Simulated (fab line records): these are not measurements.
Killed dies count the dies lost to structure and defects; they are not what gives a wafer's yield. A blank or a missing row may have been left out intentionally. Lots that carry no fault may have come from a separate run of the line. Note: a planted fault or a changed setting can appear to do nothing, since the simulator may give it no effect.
fab line records    flow rit_cmos
record lots=5  wafers=15  last_day=7
route steps=202 shown CONTACT@172 M1@184
lots with no fault: from the same line, run without faults
start_h: the number of hours between the record's first day and the start of the first shown wafer of the lot    wait_h: how many hours have passed since the lot's step before this one    " unchanged from the row above    L1.1+2: a single row standing in for several wafers    - no value, or no start given    * or withheld: withheld    < > ~ a bound
route shown NAME@n: names a module that has steps shown in the file, with the first one's number in the route    usual: mean/standard deviation taken from wafers without a fault    same: alike in all rows    chamber/n: place in a boat    sites: per-site readings    _std_site: how widely they spread, as a standard deviation    _edge_site: mean of outer sites minus mean of inner sites    radius_mm: how far each site lies from the wafer's centre    mask NAME#n: copy n    behind: the tool/chamber that last shaped the wafer    hold: cause of the lot's hold/its duration in hours/its outcome    device: transistor that didn't switch, given as n, p or np    end of line: the route-end tests of the same wafers    for a step that has no rows: nothing shown but its recipe    killed: the dies lost at the first sort to structure and to defects; this is not the yield of the wafer    map: per-die view of a wafer (x killed, . not killed, _ where there is no die)
set.NAME: the setting that was run; set.NAME@STEP: the one run at that earlier step    model.NAME: the simulator's own value behind a step, which no gauge read
lots seen at some steps along the route; tables by step, rows by wafer
services: when a tool's chamber went out of use (start_h, in hours from the record's first day, below 0 if earlier), for how many hours, and the reason
## steps
# step RIT_CONTACT_SOFTBAKE_04
# recipe resist=NOVOLAK  temp_c=90  time_s=60
# step RIT_CONTACT_EXPOSE_05
# recipe mask_id=M11  na=0.6  source_shape=conventional  sigma_outer=0.5  target_cd_nm=1000  dose_mj=250
# step RIT_CONTACT_PEB_06
# recipe resist=NOVOLAK  temp_c=withheld  time_s=withheld
# step RIT_CONTACT_DEVELOP_07
# recipe resist=NOVOLAK  develop_time_s=120  dev_temp_c=23
# step RIT_CONTACT_CD_MEAS_08
# recipe target_cd_nm=1000
# usual cd_nm=999.0/2.6
lot.wafer  tool       chamber  start_h  wait_h  cd_nm
L136.3     cd_sem-01  -        81.86    -       995.7
L136.5     "          -        "        "       996.7
L136.6     "          -        "        "       1000.2
L138.3     cd_sem-01  -        92.02    -       1000.3
L138.5     "          -        "        "       1000.0
L138.6     "          -        "        "       1001.9
L142.2     cd_sem-02  -        111.75   -       996.7
L142.3     "          -        "        "       996.5
L142.4     "          -        "        "       995.1
L145.1     cd_sem-01  -        129.67   -       998.6
L145.2     "          -        "        "       999.6
L145.6     "          -        "        "       1000.3
L153.1     cd_sem-02  -        173.42   -       1001.5
L153.3     "          -        "        "       1003.0
L153.4     "          -        "        "       1001.4
# step RIT_CONTACT_OVL_MEAS_09
# usual CONTACT_OVL=1.5/1.5
lot.wafer  tool        chamber  start_h  wait_h  CONTACT_OVL[nm]
L136.3     overlay-01  -        81.96    0.1     2.1
L136.5     "           -        "        "       3.3
L136.6     "           -        "        "       2.2
L138.3     overlay-02  -        92.11    0.1     0.9
L138.5     "           -        "        "       1.1
L138.6     "           -        "        "       2.4
L142.2     overlay-01  -        111.86   0.1     4.4
L142.3     "           -        "        "       4.8
L142.4     "           -        "        "       5.3
L145.1     overlay-02  -        129.79   0.1     -0.5
L145.2     "           -        "        "       -1.3
L145.6     "           -        "        "       -1.6
L153.1     overlay-02  -        173.54   0.1     1.0
L153.3     "           -        "        "       3.1
L153.4     "           -        "        "       -1.1
# step RIT_CONTACT_HARDBAKE_10
# recipe resist=NOVOLAK  temp_c=140  time_s=60
# step RIT_CONTACT_ETCH_11
# recipe target_depth_a=4800  over_etch_frac=0.2  stop_on=TiSi2  chemistry=CHF3/CF4/Ar  target=SiO2  CHF3_flow_sccm=50  cf4_flow_sccm=10  Ar_flow_sccm=100  O2_flow_sccm=5  pressure_mtorr=100  rf_w=200  time_s=320
# usual drypump_motor_current_A=5.8/0.55  oes_product_au=0.994/0.015  throttle_valve_pct=8.89/0.14
lot.wafer  tool         chamber  start_h  wait_h  drypump_motor_current_A  oes_product_au  rf_hours_counter_h  throttle_valve_pct
L136.3     rie_diel-02  3        82.13    0.1     6.0                      1.010           80                  8.61
L136.5     "            1        "        "       5.7                      0.993           -                   8.85
L136.6     "            2        "        "       6.4                      1.019           -                   9.06
L138.3     rie_diel-04  1        92.42    0.1     6.7                      0.991           9                   8.78
L138.5     "            2        "        "       5.9                      1.005           -                   9.02
L138.6     "            1        "        "       6.7                      0.988           -                   8.78
L142.2     rie_diel-01  1        112.04   0.1     5.8                      1.011           77                  8.91
L142.3     "            2        "        "       5.8                      0.973           6                   9.00
L142.4     "            0        "        "       6.0                      0.972           150                 8.96
L145.1     rie_diel-01  0        129.98   0.1     6.0                      0.975           151                 8.97
L145.2     "            3        "        "       6.4                      0.982           28                  8.97
L145.6     "            3        "        "       6.4                      0.987           -                   8.97
L153.1     rie_diel-02  2        173.73   0.1     6.4                      1.022           138                 9.05
L153.3     "            1        "        "       5.8                      0.992           109                 8.87
L153.4     "            3        "        "       6.0                      1.015           81                  8.62
# step RIT_CONTACT_STRIP_12
# recipe chemistry=O2  time_s=180  resist=NOVOLAK  platen_temp_c=withheld  power_w=500  pressure_mtorr=4000  o2_flow_sccm=4000
# usual drypump_motor_current_A=5.93/0.27
lot.wafer  tool             chamber  start_h  wait_h  drypump_motor_current_A  rf_hours_counter_h
L136.3     plasma_asher-02  1        82.38    0.2     6.14                     -
L136.5     "                1        "        "       6.12                     -
L136.6     "                0        "        "       5.43                     -
L138.3     plasma_asher-02  1        92.67    0.2     6.11                     -
L138.5     "                0        "        "       5.44                     -
L138.6     "                1        "        "       6.14                     -
L142.2     plasma_asher-03  1        112.23   0.1     5.99                     47
L142.3     "                1        "        "       6.01                     -
L142.4     "                0        "        "       6.14                     -
L145.1     plasma_asher-03  1        130.17   0.1     6.02                     49
L145.2     "                0        "        "       6.14                     49
L145.6     "                0        "        "       6.15                     -
L153.1     plasma_asher-03  0        173.92   0.1     6.14                     54
L153.3     "                0        "        "       6.14                     -
L153.4     "                1        "        "       5.97                     -
# step RIT_CONTACT_CD_MEAS_90
# recipe target_cd_nm=1000
# usual cd_nm=999.0/2.7
lot.wafer  tool       chamber  start_h  wait_h  cd_nm
L136.3     cd_sem-02  -        82.54    0.1     995.4
L136.5     "          -        "        "       996.7
L136.6     "          -        "        "       1000.9
L138.3     cd_sem-01  -        92.83    0.1     1000.2
L138.5     "          -        "        "       1000.0
L138.6     "          -        "        "       1001.7
L142.2     cd_sem-01  -        112.43   0.1     996.7
L142.3     "          -        "        "       996.9
L142.4     "          -        "        "       994.8
L145.1     cd_sem-01  -        130.35   0.1     999.1
L145.2     "          -        "        "       999.5
L145.6     "          -        "        "       1000.3
L153.1     cd_sem-01  -        174.09   0.1     1001.7
L153.3     "          -        "        "       1003.1
L153.4     "          -        "        "       1001.7
# step RIT_CONTACT_CLEAN_13
# recipe chemistry=SC1  mix=3:3:50  time_s=600  temp_c=75
# step RIT_CONTACT_CLEAN_14
# recipe chemistry=SC2  mix=3:3:50  time_s=600  temp_c=75  dry=n2_spin
# step RIT_M1_SPUTTER_00
# recipe material=Al  target_thk_nm=400  power_w=2000  chamber_pressure_pa=0.4  gas=Ar  time_s=500  substrate_temp_c=25
# usual cathode_dc_power_W=2000.1/0.36  throttle_valve_pct=29.7/1.1
lot.wafer  tool            chamber  start_h  wait_h  cathode_dc_power_W  throttle_valve_pct  model.Al_of_M1_SPUTTER_00.thk_nm
L136.3     pvd_sputter-03  -        82.99    0.0     1999.7              29.7                395.1
L136.5     "               -        "        "       1999.8              29.4                397.5
L136.6     "               -        "        "       2000.2              29.3                399.3
L138.3     pvd_sputter-03  -        93.26    0.0     1999.7              31.6                402.5
L138.5     "               -        "        "       2000.1              29.9                399.5
L138.6     "               -        "        "       1999.5              29.3                399.7
L142.2     pvd_sputter-03  -        112.88   0.0     1999.9              29.1                403
L142.3     "               -        "        "       2000.3              30.9                401.9
L142.4     "               -        "        "       2000.9              31.5                667.4
L145.1     pvd_sputter-01  -        130.83   0.0     1999.9              29.3                397.3
L145.2     "               -        "        "       1999.8              30.4                394
L145.6     "               -        "        "       1999.8              31.7                399
L153.1     pvd_sputter-02  -        174.58   0.0     1999.9              27.8                401.8
L153.3     "               -        "        "       1999.4              29.2                404.6
L153.4     "               -        "        "       2000.2              27.8                401.1
# step RIT_M1_RS_MEAS_01
# recipe thk_meas_gauge=four-point-probe  reads=Al_of_M1_SPUTTER_00
# usual M1_AL_RS=0.0738/0.00072
lot.wafer  tool           chamber  start_h  wait_h  M1_AL_RS[ohm/sq]
L136.3     film_metro-02  -        83.32    0.2     0.0742
L136.5     "              -        "        "       0.0739
L136.6     "              -        "        "       0.0736
L138.3     film_metro-02  -        93.59    0.2     0.0730
L138.5     "              -        "        "       0.0736
L138.6     "              -        "        "       0.0735
L142.2     film_metro-01  -        113.19   0.2     0.0728
L142.3     "              -        "        "       0.0730
L142.4     "              -        "        "       0.0435
L145.1     film_metro-03  -        131.13   0.1     0.0737
L145.2     "              -        "        "       0.0746
L145.6     "              -        "        "       0.0736
L153.1     film_metro-01  -        174.88   0.1     0.0732
L153.3     "              -        "        "       0.0725
L153.4     "              -        "        "       0.0732
# step RIT_M1_THK_MEAS_02
# recipe thk_meas_gauge=xrf  reads=Al_of_M1_SPUTTER_00
# usual M1_AL_THK=401/4.2
lot.wafer  tool           chamber  start_h  wait_h  M1_AL_THK[nm]
L136.3     film_metro-02  -        83.42    0.1     395
L136.5     "              -        "        "       400
L136.6     "              -        "        "       405
L138.3     film_metro-02  -        93.69    0.1     406
L138.5     "              -        "        "       402
L138.6     "              -        "        "       404
L142.2     film_metro-01  -        113.30   0.1     405
L142.3     "              -        "        "       405
L142.4     "              -        "        "       675
L145.1     film_metro-03  -        131.25   0.1     398
L145.2     "              -        "        "       396
L145.6     "              -        "        "       400
L153.1     film_metro-01  -        175.00   0.1     407
L153.3     "              -        "        "       407
L153.4     "              -        "        "       403
# step RIT_M1_HMDS_03
# recipe prime_time_s=60  prime_temp_c=140
# step RIT_M1_COAT_04
# recipe resist=NOVOLAK  spin_rpm=2000  resist_thk_nm=1300
# step RIT_M1_SOFTBAKE_05
# recipe resist=NOVOLAK  temp_c=90  time_s=60
# step RIT_M1_EXPOSE_06
# recipe mask_id=M12  na=0.6  source_shape=conventional  sigma_outer=0.5  target_cd_nm=2600  dose_mj=250
# step RIT_M1_PEB_07
# recipe resist=NOVOLAK  temp_c=withheld  time_s=withheld
# step RIT_M1_DEVELOP_08
# recipe resist=NOVOLAK  develop_time_s=68  dev_temp_c=23
# step RIT_M1_CD_MEAS_09
# recipe target_cd_nm=2600
# usual cd_nm=2601.5/2
lot.wafer  tool       chamber  start_h  wait_h  cd_nm
L136.3     cd_sem-01  -        84.51    -       2599.5
L136.5     "          -        "        "       2602.0
L136.6     "          -        "        "       2601.9
L138.3     cd_sem-02  -        94.78    -       2601.8
L138.5     "          -        "        "       2602.2
L138.6     "          -        "        "       2601.4
L142.2     cd_sem-01  -        114.38   -       2599.9
L142.3     "          -        "        "       2599.6
L142.4     "          -        "        "       2599.9
L145.1     cd_sem-02  -        132.31   -       2601.2
L145.2     "          -        "        "       2602.9
L145.6     "          -        "        "       2602.8
L153.1     cd_sem-02  -        175.97   -       2600.3
L153.3     "          -        "        "       2599.4
L153.4     "          -        "        "       2600.7
# step RIT_M1_OVL_MEAS_10
# usual M1_OVL=-0.1/1.5
lot.wafer  tool        chamber  start_h  wait_h  M1_OVL[nm]
L136.3     overlay-02  -        84.60    0.1     -2.5
L136.5     "           -        "        "       -0.7
L136.6     "           -        "        "       -3.1
L138.3     overlay-01  -        94.87    0.1     2.5
L138.5     "           -        "        "       0.8
L138.6     "           -        "        "       -0.5
L142.2     overlay-01  -        114.48   0.1     -2.0
L142.3     "           -        "        "       -2.6
L142.4     "           -        "        "       -2.3
L145.1     overlay-02  -        132.43   0.1     1.4
L145.2     "           -        "        "       0.9
L145.6     "           -        "        "       1.1
L153.1     overlay-02  -        176.09   0.1     -1.6
L153.3     "           -        "        "       1.2
L153.4     "           -        "        "       1.7
# step RIT_M1_HARDBAKE_11
# recipe resist=NOVOLAK  temp_c=140  time_s=120
# step RIT_M1_METAL_ETCH_12
# recipe stop_on=SiO2  chemistry=Cl2/BCl3  target=Al  time_s=165  over_etch_frac=0.5  pressure_mtorr=100  target_depth_a=6000  rf_w=250  Cl2_flow_sccm=60  bcl3_flow_sccm=50
# usual drypump_motor_current_A=5.43/0.19  oes_product_au=0.775/0.013  throttle_valve_pct=8.32/0.089
lot.wafer  tool          chamber  start_h  wait_h  drypump_motor_current_A  oes_product_au  rf_hours_counter_h  throttle_valve_pct
L136.3     rie_metal-02  0        85.04    0.2     5.73                     0.793           -                   8.27
L136.5     "             0        "        "       5.74                     0.795           -                   8.27
L136.6     "             1        "        "       5.29                     0.789           -                   8.25
L138.3     rie_metal-04  1        95.20    0.2     5.43                     0.793           -                   8.48
L138.5     "             0        "        "       5.48                     0.758           -                   8.31
L138.6     "             1        "        "       5.41                     0.777           -                   8.48
L142.2     rie_metal-02  1        114.76   0.2     5.26                     0.785           1.3                 8.25
L142.3     "             0        "        "       5.74                     0.798           -                   8.28
L142.4     "             1        "        "       5.25                     0.995           -                   8.20
L145.1     rie_metal-02  0        132.72   0.2     5.73                     0.787           1.5                 8.27
L145.2     "             1        "        "       5.25                     0.771           1.5                 8.24
L145.6     "             0        "        "       5.75                     0.795           -                   8.26
L153.1     rie_metal-04  1        176.38   0.2     5.42                     0.791           5.6                 8.47
L153.3     "             1        "        "       5.42                     0.790           -                   8.49
L153.4     "             0        "        "       5.43                     0.765           -                   8.31
# step RIT_M1_STRIP_13
# recipe chemistry=nmp  resist=NOVOLAK  temp_c=80  time_s=600  dry=n2_spin
# step RIT_M1_PROBE_99
# usual defect_limited_yield=97.5/1.1  killed_at_M0_to_M3=0.0/0.19  killed_at_contacts=0.1/0.27  killed_at_front_end=6.4/2.9  killed_dies=6.5/3  killed_on_rim=1.6/1.4  killed_open=3.3/1.9  killed_short=3.2/1.7  sort_bin_3_pad_short=0.1/0.22  sort_bin_5_function=1.4/0.79  sort_bin_6_memory=1.0/0.6  sort_n_pass=257.5/3  sort_yield_pct=97.5/1.1
# same gross_dies=264  killed_at_M4_up=0  killed_at_back_side=0  killed_at_other=0
lot.wafer  tool       chamber  start_h  wait_h  defect_limited_yield[%]  killed_at_M0_to_M3  killed_at_contacts  killed_at_front_end  killed_dies  killed_on_rim  killed_open  killed_short  sort_bin_3_pad_short[%]  sort_bin_5_function[%]  sort_bin_6_memory[%]  sort_n_pass  sort_yield_pct[%]  model.etest.tester.sort_n_pass  model.etest.tester.sort_yield_pct  model.etest.tester.sort_bin_5_pct  model.etest.diode_nplus_comb.over_limit  model.etest.m1.short  model.etest.nldd.short  model.etest.field_p.short  model.etest.nmos_0p15.over_limit
L136.3     prober-02  -        87.36    0.2     98.1                     0                   1                   4                    5            0              3            2             0                        1.5                     0.4                   259.0        98.1               259                             98.11                              1.515                              0                                        0                     0                       0                          0
L136.5     prober-02  -        87.46    0.2     99.2                     0                   0                   2                    2            1              2            0             0                        0.4                     0.4                   262.0        99.2               262                             99.24                              0.3788                             0                                        0                     0                       0                          0
L136.6     prober-02  -        87.51    0.2     97.0                     0                   0                   8                    8            2              5            3             0.8                      1.5                     0.8                   256.0        97.0               256                             96.97                              1.515                              0                                        0                     0                       0                          0
L138.3     prober-02  -        98.77    0.2     95.8                     0                   0                   11                   11           4              8            3             0.4                      2.7                     1.1                   253.0        95.8               253                             95.83                              2.652                              0                                        0                     0                       0                          0
L138.5     prober-02  -        98.87    0.2     97.7                     0                   0                   6                    6            1              3            3             0                        1.5                     0.8                   258.0        97.7               258                             97.73                              1.515                              0                                        0                     0                       0                          0
L138.6     prober-02  -        98.92    0.2     97.0                     0                   1                   7                    8            1              4            4             0.8                      1.9                     0.4                   256.0        97.0               256                             96.97                              1.894                              0                                        0                     0                       0                          0
L142.2     prober-02  -        118.89   0.1     97.7                     0                   0                   6                    6            2              4            2             0                        1.1                     1.1                   258.0        97.7               258                             97.73                              1.136                              0                                        0                     0                       0                          0
L142.3     prober-02  -        118.94   0.2     96.6                     0                   0                   9                    9            1              4            5             0                        1.9                     1.5                   255.0        96.6               255                             96.59                              1.894                              0                                        0                     0                       0                          0
L142.4     prober-02  -        118.99   0.2     0                        257                 0                   7                    264          70             3            4             0                        99.6                    0.4                   0            0                  0                               0                                  99.62                              1                                        1                     1                       1                          1
L145.1     prober-01  -        135.87   0.1     98.9                     0                   0                   3                    3            0              3            0             0                        1.1                     0                     261.0        98.9               261                             98.86                              1.136                              0                                        0                     0                       0                          0
L145.2     prober-01  -        135.92   0.1     97.3                     0                   0                   7                    7            3              5            2             0                        1.1                     1.5                   257.0        97.3               257                             97.35                              1.136                              0                                        0                     0                       0                          0
L145.6     prober-01  -        136.12   0.2     97.7                     0                   1                   5                    6            2              1            5             0                        1.5                     0.8                   258.0        97.7               258                             97.73                              1.515                              0                                        0                     0                       0                          0
L153.1     prober-01  -        178.63   0.1     96.2                     0                   0                   10                   10           3              2            8             0                        2.3                     1.5                   254.0        96.2               254                             96.21                              2.273                              0                                        0                     0                       0                          0
L153.3     prober-01  -        178.73   0.2     98.1                     0                   0                   5                    5            0              3            2             0                        0.8                     1.1                   259.0        98.1               259                             98.11                              0.7576                             0                                        0                     0                       0                          0
L153.4     prober-01  -        178.78   0.2     97.7                     0                   0                   6                    6            2              2            4             0.4                      0.8                     1.1                   258.0        97.7               258                             97.73                              0.7576                             0                                        0                     0                       0                          0
# killed by level:class
L136.3 GATE:geometric_particle:open=2 FOX1:geometric_particle:open=1 SPACER:geometric_particle:short=1 CONTACT:geometric_particle:short=1
L136.5 GATE:geometric_particle:open=2
L136.6 GATE:geometric_particle:open=3 GATE:geometric_particle:short=2 FOX2:geometric_particle:open=1 REOX:geometric_particle:open=1 SPACER:geometric_particle:short=1
L138.3 SILICIDE:geometric_particle:open=4 SILICIDE:geometric_particle:short=2 FOX2:geometric_particle:short=1 FOX2:geometric_particle:open=1 GATE:geometric_particle:open=1 REOX:geometric_particle:open=1 SPACER:geometric_particle:open=1
L138.5 GATE:geometric_particle:short=3 GATE:geometric_particle:open=2 REOX:geometric_particle:open=1
L138.6 GATE:geometric_particle:open=2 REOX:geometric_particle:open=2 GATE:geometric_particle:short=1 REOX:geometric_particle:short=1 SILICIDE:geometric_particle:short=1 CONTACT:geometric_particle:short=1
L142.2 FOX2:geometric_particle:open=2 SPACER:geometric_particle:open=2 SPACER:geometric_particle:short=2
L142.3 GATE:geometric_particle:open=2 SPACER:geometric_particle:short=2 FOX1:geometric_particle:open=1 FOX2:geometric_particle:short=1 GATE:geometric_particle:short=1 SPACER:geometric_particle:open=1 SILICIDE:geometric_particle:short=1
L142.4 M1:area_etch=257 FOX1:geometric_particle:short=2 GATE:geometric_particle:open=2 REOX:geometric_particle:short=2 SPACER:geometric_particle:open=1
L145.1 GATE:geometric_particle:open=3
L145.2 GATE:geometric_particle:open=3 FOX1:geometric_particle:short=1 FOX1:geometric_particle:open=1 GATE:geometric_particle:short=1 REOX:geometric_particle:open=1
L145.6 FOX1:geometric_particle:short=3 REOX:geometric_particle:short=1 SILICIDE:geometric_particle:open=1 CONTACT:geometric_particle:short=1
L153.1 GATE:geometric_particle:short=4 SPACER:geometric_particle:short=2 FOX1:geometric_particle:short=1 FOX2:geometric_particle:open=1 FOX2:geometric_particle:short=1 SILICIDE:geometric_particle:open=1
L153.3 FOX1:geometric_particle:open=2 FOX2:geometric_particle:short=1 GATE:geometric_particle:open=1 SPACER:geometric_particle:short=1
L153.4 GATE:geometric_particle:short=2 FOX1:geometric_particle:open=1 FOX2:geometric_particle:short=1 REOX:geometric_particle:short=1 SILICIDE:geometric_particle:open=1
# map L142.4 (x killed, . not)
________xxxxxxx_______
_____xxxxxxxxxxxxx____
____xxxxxxxxxxxxxxx___
___xxxxxxxxxxxxxxxxx__
__xxxxxxxxxxxxxxxxxxx_
__xxxxxxxxxxxxxxxxxxx_
_xxxxxxxxxxxxxxxxxxxxx
_xxxxxxxxxxxxxxxxxxxxx
_xxxxxxxxxxxxxxxxxxxxx
_xxxxxxxxxxxxxxxxxxxxx
__xxxxxxxxxxxxxxxxxxx_
__xxxxxxxxxxxxxxxxxxx_
___xxxxxxxxxxxxxxxxx__
____xxxxxxxxxxxxxxx___
_____xxxxxxxxxxxxx____
________xxxxxxx_______
# map L138.3 (x killed, . not)
________......._______
_____....x.....x..____
____...............___
___..............x..__
__.......x..........._
__..................x_
_.....................
_...................x.
_.....................
_......x..............
__.........x........._
__.....x............._
___...............x.__
____...............___
_____..x..........____
________......._______
## services
tool             chamber  start_h  hours  kind
rie_diel-04      3        58.87    -      clean
rie_diel-04      3        58.87    18.7   scheduled_down
rie_diel-04      3        58.87    18.7   vent_cycle
pvd_sputter-01   -        67.50    0.5    repair
rie_diel-02      3        89.32    9.2    repair
rie_diel-04      3        92.29    5.8    repair
rie_diel-01      2        102.00   9.5    repair
pvd_sputter-01   -        102.39   2.7    repair
rie_diel-04      2        105.54   3.2    repair
plasma_asher-02  -        108.75   9.0    pm
plasma_asher-02  0        108.75   9.0    vent_cycle
plasma_asher-02  1        108.75   9.0    vent_cycle
plasma_asher-02  0        117.75   -      clean
plasma_asher-02  1        117.75   -      clean
rie_diel-02      1        139.27   7.1    repair
rie_diel-01      0        143.46   -      clean
rie_diel-01      0        143.46   19.5   scheduled_down
rie_diel-01      0        143.46   19.5   vent_cycle
rie_metal-04     -        156.83   4.3    pm
rie_metal-04     -        168.96   1.2    repair
rie_metal-02     -        172.89   0.6    repair
## key
first_sign step=RIT_M1_RS_MEAS_01  reading=M1_AL_RS  direction=down  sigmas=42  usual=0.0738  struck=0.0435
effect step=RIT_M1_THK_MEAS_02  reading=M1_AL_THK  direction=up  sigmas=66  usual=401  struck=675
effect step=RIT_M1_METAL_ETCH_12  reading=oes_product_au  direction=up  sigmas=17  usual=0.775  struck=0.995
effect step=RIT_M1_PROBE_99  reading=killed_at_M0_to_M3  direction=up  sigmas=99+  usual=0.0  struck=257
model_effect step=RIT_M1_SPUTTER_00  value=Al_of_M1_SPUTTER_00.thk_nm  without=402.8  struck=667.4
model_effect step=RIT_M1_PROBE_99  value=etest.tester.sort_n_pass  without=257  struck=0
more_kills_born_at RIT_M1_METAL_ETCH_12@rie_metal-02=257
met_at RIT_M1_SPUTTER_00
struck_wafers L142.4
later_rows_left_out L142.4
onset_between 93.26 112.88
fault kind=process_parameter_drift  tool=pvd_sputter-03  chamber=-  onset_h=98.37  steps=RIT_M1_SPUTTER_00  channel=time_s  offset=*  shape=step  stated=*  scope=struck_wafers_only
# later_rows_left_out: the simulator's readings of these wafers behind a module that went badly wrong aren't trusted and aren't shown, but for the sort
